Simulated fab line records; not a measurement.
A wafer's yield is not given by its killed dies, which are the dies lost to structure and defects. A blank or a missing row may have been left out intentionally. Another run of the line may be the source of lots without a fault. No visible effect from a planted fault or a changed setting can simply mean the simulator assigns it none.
A lot that was struck, set against a sound lot ; flow rit cmos ; 17 out of 202 route steps
Sound: wafers L396.1, L396.3, L396.5. Wafers struck: L409.1, L409.3, L409.4. The cause comes at the end.
Each step with rows lists, per side, the tool, then ch with its chambers, then its first start. Under that, the readings that differ: sound wafers ; struck wafers ; difference of the means ; sigmas: that difference in standard deviations of wafers without a fault.
alike: a reading whose means differ by less than 2 such deviations, as well as words and numbers matching on both sides. not compared: withheld readings; readings where some wafer has no value; bounds like >300 that might hide an equal value; numbers whose values overlap and for which the record gives no deviation.
Wherever a step has rows on one side only, a row that says differs or no value, or a row with sigmas, the two part there. When numbers do not overlap yet have no deviation, they are printed without sigmas and do not part them. A reading missing from all wafers of one side parts the sides only when that side holds two or more wafers.

first, 1 step without rows for these wafers: RIT_PSD_IMPLANT_08.
RIT_PSD_STRIP_09: strips in O2, time 180 s.
  sound on plasma asher-01 ch 0,1, day 4 02:05; struck on plasma asher-02 ch 0,1, day 6 18:32
  alike: drypump motor current A
  not compared: rf hours counter h
RIT_PSD_TW_MEAS_10:
  sound on film metro-01 at day 4 02:16; struck on film metro-01 at day 6 18:42
  alike: PSD_TW
then, 3 steps without rows for these wafers: RIT_SDANNEAL_CLEAN_00 (cleans in SC1, time 600 s); RIT_SDANNEAL_CLEAN_01 (cleans in dHF, time 30 s); RIT_SDANNEAL_CLEAN_02 (cleans in SC2, time 600 s).
RIT_SDANNEAL_RTA_03: time 5 s.
  sound on rtp anneal-02 ch 0, day 4 02:41; struck on rtp anneal-01 ch 0, day 6 19:29
  alike: wafer_temp_C_max
RIT_SDANNEAL_RS_MEAS_04: uses a four-point probe to measure.
  sound on film metro-01 at day 4 02:45; struck on film metro-02 at day 6 19:32
  alike: PSD_RS
RIT_SDANNEAL_RS_MEAS_05: uses a four-point probe to measure.
  sound on film metro-01 at day 4 02:52; struck on film metro-02 at day 6 19:40
  alike: NSD_RS
RIT_SDANNEAL_RS_MEAS_06: uses a four-point probe to measure.
  sound on film metro-01 at day 4 02:59; struck on film metro-02 at day 6 19:47
  alike: PLDD_RS
RIT_SDANNEAL_RS_MEAS_07: uses a four-point probe to measure.
  sound on film metro-01 at day 4 03:07; struck on film metro-02 at day 6 19:54
reading;sound;struck;difference;sigmas
NLDD_RS (ohm/sq);151.8 152.2 151.2;150.3 150.7 150.5;-1.2;-2
then, 1 step without rows for these wafers: RIT_SILICIDE_WET_ETCH_00 (etches SiO2 in BOE, target depth 14 nm, time 15 s).
RIT_SILICIDE_SPUTTER_01: material Ti, target thk 30 nm, time 240 s.
  sound on pvd sputter-01 at day 4 03:14; struck on pvd sputter-03 at day 6 20:02
reading;sound;struck;difference;sigmas
model.Ti_of_SILICIDE_SPUTTER_01.thk nm (nm);30.1 29.9 29.78;20.3 20.23 20.38;-9.6;
  alike: throttle valve pct
RIT_SILICIDE_RS_MEAS_02: uses a four-point probe to measure.
  sound on film metro-04 at day 4 03:23; struck on film metro-04 at day 6 20:11
reading;sound;struck;difference;sigmas
SILICIDE_TI_RS (ohm/sq);47.7 48.0 48.3;78.5 78.9 78.2;+30.5;+41
RIT_SILICIDE_THK_MEAS_03: measures by xrf.
  sound on film metro-04 at day 4 03:31; struck on film metro-04 at day 6 20:19
reading;sound;struck;difference;sigmas
SILICIDE_TI_THK (nm);29.9 29.8 29.7;20.3 20.2 20.3;-9.5;-21
RIT_SILICIDE_RTA_04: time 10 s, ramp up 5 s, ramp down 5 s.
  sound on rtp anneal-01 ch 0, day 4 03:34; struck on rtp anneal-02 ch 0, day 6 20:22
reading;sound;struck;difference;sigmas
wafer_temp_C_max;652.3 653.4 652.0;655.3 657.1 655.7;+3.5;+2
RIT_M1_PROBE_99:
  sound on prober-01 at day 4 10:07; struck on prober-02 at day 7 03:39
reading;sound;struck;difference;sigmas
model.etest.npoly line.line ohm um;171.4 164.1 165.8;230.5 227.1 231.2;+62.5;
model.etest.ppoly line.line ohm um;163.4 160.4 159.7;220.6 215 215.6;+55.9;
model.etest.contact nplus.end ohm um;41.75 40.35 40.88;34.04 33.1 34.19;-7.22;
model.etest.contact pplus.end ohm um;44.75 42.92 44.02;33.98 34.88 35;-9.28;
model.etest.ppoly line.width nm (nm);99.94 103 103.3;103.5 105.5 103.7;+2.2;
model.etest.npoly line.rs ohm sq;17.04 16.91 17.07;23.65 23.81 23.61;+6.68;
model.etest.ppoly line.rs ohm sq;16.39 16.41 16.59;22.7 22.86 22.61;+6.3;
  alike: killed_at_M0_to_M3, killed at contacts, killed at front end, killed dies, killed open, killed short
  not compared: model.etest.npoly line.width nm

WHERE THEY PART
First at RIT_SDANNEAL_RS_MEAS_07; last, within this record, at RIT_SILICIDE_RTA_04. Later steps at which nothing parts them and some readings are alike: RIT_M1_PROBE_99.

WHY: what the simulator had put in
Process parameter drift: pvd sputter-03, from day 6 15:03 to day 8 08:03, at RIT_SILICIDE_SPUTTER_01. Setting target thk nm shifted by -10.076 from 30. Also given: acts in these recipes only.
